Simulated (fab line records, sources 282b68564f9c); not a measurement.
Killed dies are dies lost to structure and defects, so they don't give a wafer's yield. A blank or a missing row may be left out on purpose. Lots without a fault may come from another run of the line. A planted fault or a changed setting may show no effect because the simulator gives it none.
fab line records | flow rit_cmos
record lots=5 wafers=23
route steps=202 shown CONTACT@175 M1@190
start_h: hours from the record's first day to the start of the lot's first wafer shown | wait_h: hours since the lot's step before | " the same as in the row above | L1.1+2: a row that stands for several wafers | - no value, or no start given | * or withheld: withheld | < > ~ a bound
route shown NAME@n: a module of which the file shows steps, and the number in the route of the first | usual: mean/standard deviation of fault-free wafers | same: alike in all rows | chamber/n: place in a boat | sites: the reading at each site | _std_site: their standard deviation | _edge_site: outer sites' mean less inner sites' | radius_mm: how far each site lies from the wafer's centre | mask NAME#n: copy n | behind: the tool/chamber that last shaped the wafer | hold: why the lot was held/for how many hours/how that ended | device: the transistor (n, p or np) that didn't switch | end of line: the same wafers' tests at the end of the route | a step without rows: its recipe alone | killed: dies lost to structure and defects at the first sort, not the wafer's yield | map: a wafer's dies, x killed, . not, _ none there
set.NAME: the setting as run; set.NAME@STEP: as run at that earlier step | model.NAME: the simulator's own value behind a step, which no gauge read
lots whose settings were changed on purpose; a table a step, a row a wafer
## steps
# step RIT_CONTACT_DEVELOP_07
# recipe resist=NOVOLAK develop_time_s=120 dev_temp_c=23
# columns lot.wafer tool chamber start_h wait_h set.develop_time_s
L076.1+4+6 litho_track-03 0 - - 120
L076.2+5 " 0 " " 138
L079.2+3+4 litho_track-03 0 - - 120
L079.5+6 " 0 " " 131.4
L080.1+3+5 litho_track-02 0 - - 120
L080.4+6 " 0 " " 107.5
L083.1+3+5 litho_track-04 0 - - 120
L085.1+3+4 litho_track-04 0 - - 120
L085.2+5 " 0 " " 111.7
# step RIT_CONTACT_CD_MEAS_08
# recipe target_cd_nm=1000
# usual cd_nm=1000.1/2.1
# columns lot.wafer tool chamber start_h wait_h set.develop_time_s@CONTACT_DEVELOP_07 cd_nm
L076.1 cd_sem-02 - 62.25 - 120 998.5
L076.2 " - " " 138 1012.6
L076.4 " - " " 120 1000.6
L076.5 " - " " 138 1010.1
L076.6 " - " " 120 1001.5
L079.2 cd_sem-02 - 75.92 - 120 997.3
L079.3 " - " " 120 999.8
L079.4 " - " " 120 1000.4
L079.5 " - " " 131.4 1006.1
L079.6 " - " " 131.4 1006.2
L080.1 cd_sem-01 - 81.76 - 120 1001.0
L080.3 " - " " 120 1000.5
L080.4 " - " " 107.5 990.9
L080.5 " - " " 120 1001.2
L080.6 " - " " 107.5 990.8
L083.1 cd_sem-01 - 97.63 - 120 996.5
L083.3 " - " " 120 997.1
L083.5 " - " " 120 997.5
L085.1 cd_sem-02 - 109.92 - 120 996.1
L085.2 " - " " 111.7 992.3
L085.3 " - " " 120 998.3
L085.4 " - " " 120 997.9
L085.5 " - " " 111.7 991.6
# step RIT_CONTACT_HARDBAKE_10
# recipe resist=NOVOLAK temp_c=140 time_s=60
# step RIT_CONTACT_ETCH_11
# recipe target_depth_a=4800 over_etch_frac=0.2 stop_on=TiSi2 chemistry=CHF3/CF4/Ar target=SiO2 CHF3_flow_sccm=50 cf4_flow_sccm=10 Ar_flow_sccm=100 O2_flow_sccm=5 pressure_mtorr=100 rf_w=200 time_s=320
# columns lot.wafer tool chamber start_h wait_h set.rf_w@CONTACT_CVD_00 set.develop_time_s@CONTACT_DEVELOP_07 model.etch.depth_nm model.CONTACT.cd_nm
L076.1 rie_diel-04 1 62.59 0.1 361.8 120 387.2 997.9
L076.2 " 2 " " 361.8 138 390.1 1012
L076.4 " 3 " " 400 120 401.8 1000
L076.5 " 2 " " 400 138 413.7 1010
L076.6 " 1 " " 400 120 410.3 1001
L079.2 rie_diel-04 3 76.21 0.1 422.8 120 - 996.8
L079.3 " 2 " " 400 120 - 999.8
L079.4 " 1 " " 422.8 120 418.7 1000
L079.5 " 2 " " 422.8 131.4 - 1006
L079.6 " 3 " " 400 131.4 403.4 1005
L080.1 rie_diel-04 1 82.07 0.1 417.3 120 411.6 1001
L080.3 " 2 " " 400 120 400.2 1001
L080.4 " 0 " " 400 107.5 407.6 991.4
L080.5 " 1 " " 417.3 120 412.4 1001
L080.6 " 0 " " 400 107.5 408.5 991.2
L083.1 rie_diel-01 1 97.94 0.1 400 120 402.5 997
L083.3 " 2 " " 400 120 403 997
L083.5 " 1 " " 400 120 401 997.9
L085.1 rie_diel-01 2 110.22 0.1 400 120 400.5 996.1
L085.2 " 1 " " 360.9 111.7 386 992.5
L085.3 " 3 " " 360.9 120 388.8 998.3
L085.4 " 0 " " 400 120 405.9 998.4
L085.5 " 3 " " 360.9 111.7 398.5 991.5
# step RIT_CONTACT_STRIP_12
# recipe chemistry=O2 time_s=180 resist=NOVOLAK platen_temp_c=withheld power_w=500 pressure_mtorr=4000 o2_flow_sccm=4000
# step RIT_CONTACT_CD_MEAS_90
# recipe target_cd_nm=1000
# usual cd_nm=1000.1/2.2
# columns lot.wafer tool chamber start_h wait_h set.develop_time_s@CONTACT_DEVELOP_07 cd_nm
L076.1 cd_sem-01 - 62.96 0.1 120 998.1
L076.2 " - " " 138 1012.5
L076.4 " - " " 120 1000.1
L076.5 " - " " 138 1009.8
L076.6 " - " " 120 1001.0
L079.2 cd_sem-02 - 76.60 0.1 120 996.8
L079.3 " - " " 120 999.9
L079.4 " - " " 120 1000.4
L079.5 " - " " 131.4 1006.1
L079.6 " - " " 131.4 1005.9
L080.1 cd_sem-01 - 82.44 0.1 120 1000.7
L080.3 " - " " 120 1001.0
L080.4 " - " " 107.5 990.9
L080.5 " - " " 120 1001.4
L080.6 " - " " 107.5 991.1
L083.1 cd_sem-02 - 98.31 0.1 120 996.8
L083.3 " - " " 120 997.0
L083.5 " - " " 120 997.9
L085.1 cd_sem-01 - 110.59 0.1 120 996.0
L085.2 " - " " 111.7 992.4
L085.3 " - " " 120 998.2
L085.4 " - " " 120 998.3
L085.5 " - " " 111.7 991.5
# step RIT_M1_EXPOSE_06
# recipe mask_id=M12 na=0.6 source_shape=conventional sigma_outer=0.5 target_cd_nm=2600 dose_mj=250
# columns lot.wafer tool chamber start_h wait_h mask set.dose_mj
L076.1+4+5 iline_stepper-02 0 64.38 0.1 M12#0 250
L076.2+6 " 0 " " M12#0 242.8
L079.2+3 iline_stepper-02 0 78.01 0.1 M12#0 250
L079.4+5+6 " 0 " " M12#0 263.7
L080.1+5+6 iline_stepper-02 0 83.83 0.1 M12#0 250
L080.3+4 " 0 " " M12#0 261.1
L083.1+3+5 iline_stepper-02 0 99.74 0.1 M12#0 250
L085.1+2 iline_stepper-02 0 112.16 0.2 M12#0 250
L085.3+4+5 " 0 " " M12#0 242.9
# step RIT_M1_PEB_07
# recipe resist=NOVOLAK temp_c=withheld time_s=withheld
# step RIT_M1_DEVELOP_08
# recipe resist=NOVOLAK develop_time_s=68 dev_temp_c=23
# step RIT_M1_CD_MEAS_09
# recipe target_cd_nm=2600
# usual cd_nm=2599.9/2
# columns lot.wafer tool chamber start_h wait_h set.dose_mj@M1_EXPOSE_06 cd_nm
L076.1 cd_sem-01 - 64.86 - 250 2599.0
L076.2 " - " " 242.8 2605.8
L076.4 " - " " 250 2597.5
L076.5 " - " " 250 2599.3
L076.6 " - " " 242.8 2604.4
L079.2 cd_sem-02 - 78.44 - 250 2601.3
L079.3 " - " " 250 2599.4
L079.4 " - " " 263.7 2586.6
L079.5 " - " " 263.7 2584.9
L079.6 " - " " 263.7 2585.3
L080.1 cd_sem-01 - 84.26 - 250 2601.6
L080.3 " - " " 261.1 2590.3
L080.4 " - " " 261.1 2587.9
L080.5 " - " " 250 2603.1
L080.6 " - " " 250 2602.2
L083.1 cd_sem-01 - 100.17 - 250 2599.1
L083.3 " - " " 250 2601.2
L083.5 " - " " 250 2601.5
L085.1 cd_sem-01 - 112.59 - 250 2600.3
L085.2 " - " " 250 2599.8
L085.3 " - " " 242.9 2607.2
L085.4 " - " " 242.9 2607.7
L085.5 " - " " 242.9 2609.1
# step RIT_M1_HARDBAKE_11
# recipe resist=NOVOLAK temp_c=140 time_s=120
# step RIT_M1_METAL_ETCH_12
# recipe stop_on=SiO2 chemistry=Cl2/BCl3 target=Al time_s=165 over_etch_frac=0.5 pressure_mtorr=100 target_depth_a=6000 rf_w=250 Cl2_flow_sccm=60 bcl3_flow_sccm=50
# columns lot.wafer tool chamber start_h wait_h set.dose_mj@M1_EXPOSE_06 model.M1.cd_nm
L076.1+5 rie_metal-03 0 65.26 0.2 250 2598
L076.2 " 0 " " 242.8 2604
L076.4 " 0 " " 250 2595
L076.6 " 0 " " 242.8 2603
L079.2 rie_metal-03 1 78.83 0.2 250 2602
L079.3 " 0 " " 250 2598
L079.4 " 1 " " 263.7 2586
L079.5 " 0 " " 263.7 2585
L079.6 " 1 " " 263.7 2587
L080.1+6 rie_metal-04 1 84.67 0.2 250 2601
L080.3+4 " 1,0 " " 261.1 2588
L080.5 " 0 " " 250 2602
L083.1 rie_metal-04 1 100.58 0.2 250 2598
L083.3+5 " 1 " " 250 2600
L085.1 rie_metal-03 1 113.00 0.2 250 2598
L085.2 " 0 " " 250 2600
L085.3+4 " 1,0 " " 242.9 2607
L085.5 " 1 " " 242.9 2609
# step RIT_M1_STRIP_13
# recipe chemistry=nmp resist=NOVOLAK temp_c=80 time_s=600 dry=n2_spin
# step RIT_M1_STRIP_14
# recipe chemistry=O2 time_s=180 platen_temp_c=withheld power_w=500 pressure_mtorr=4000 o2_flow_sccm=4000
# step RIT_M1_CD_MEAS_90
# recipe target_cd_nm=2600
# usual cd_nm=2599.3/2.4
# columns lot.wafer tool chamber start_h wait_h set.dose_mj@M1_EXPOSE_06 cd_nm
L076.1 cd_sem-02 - 65.94 0.1 250 2597.8
L076.2 " - " " 242.8 2604.0
L076.4 " - " " 250 2595.1
L076.5 " - " " 250 2598.1
L076.6 " - " " 242.8 2602.4
L079.2 cd_sem-02 - 79.36 0.1 250 2602.4
L079.3 " - " " 250 2597.2
L079.4 " - " " 263.7 2586.0
L079.5 " - " " 263.7 2584.8
L079.6 " - " " 263.7 2586.8
L080.1 cd_sem-02 - 85.18 0.1 250 2601.7
L080.3 " - " " 261.1 2587.8
L080.4 " - " " 261.1 2587.8
L080.5 " - " " 250 2601.8
L080.6 " - " " 250 2601.5
L083.1 cd_sem-01 - 101.09 0.1 250 2598.4
L083.3 " - " " 250 2599.9
L083.5 " - " " 250 2599.8
L085.1 cd_sem-02 - 113.51 0.1 250 2598.1
L085.2 " - " " 250 2600.1
L085.3 " - " " 242.9 2607.2
L085.4 " - " " 242.9 2607.0
L085.5 " - " " 242.9 2609.3
## key
split step=RIT_CONTACT_DEVELOP_07 setting=develop_time_s stated=120 by=wafer
response step=RIT_CONTACT_CD_MEAS_08 reading=cd_nm change=+0.797 per=1% r=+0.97
response step=RIT_CONTACT_ETCH_11 reading=model.CONTACT.cd_nm change=+0.798 per=1% r=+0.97
response step=RIT_CONTACT_CD_MEAS_90 reading=cd_nm change=+0.805 per=1% r=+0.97
split step=RIT_M1_EXPOSE_06 setting=dose_mj stated=250 by=wafer
response step=RIT_M1_CD_MEAS_09 reading=cd_nm change=-2.73 per=1% r=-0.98
response step=RIT_M1_METAL_ETCH_12 reading=model.M1.cd_nm change=-2.77 per=1% r=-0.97
response step=RIT_M1_CD_MEAS_90 reading=cd_nm change=-2.74 per=1% r=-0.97
split outside_this_file step=RIT_CONTACT_CVD_00 setting=rf_w
# split outside_this_file: this setting was split too, and the file shows its column; the key of that split is in another file
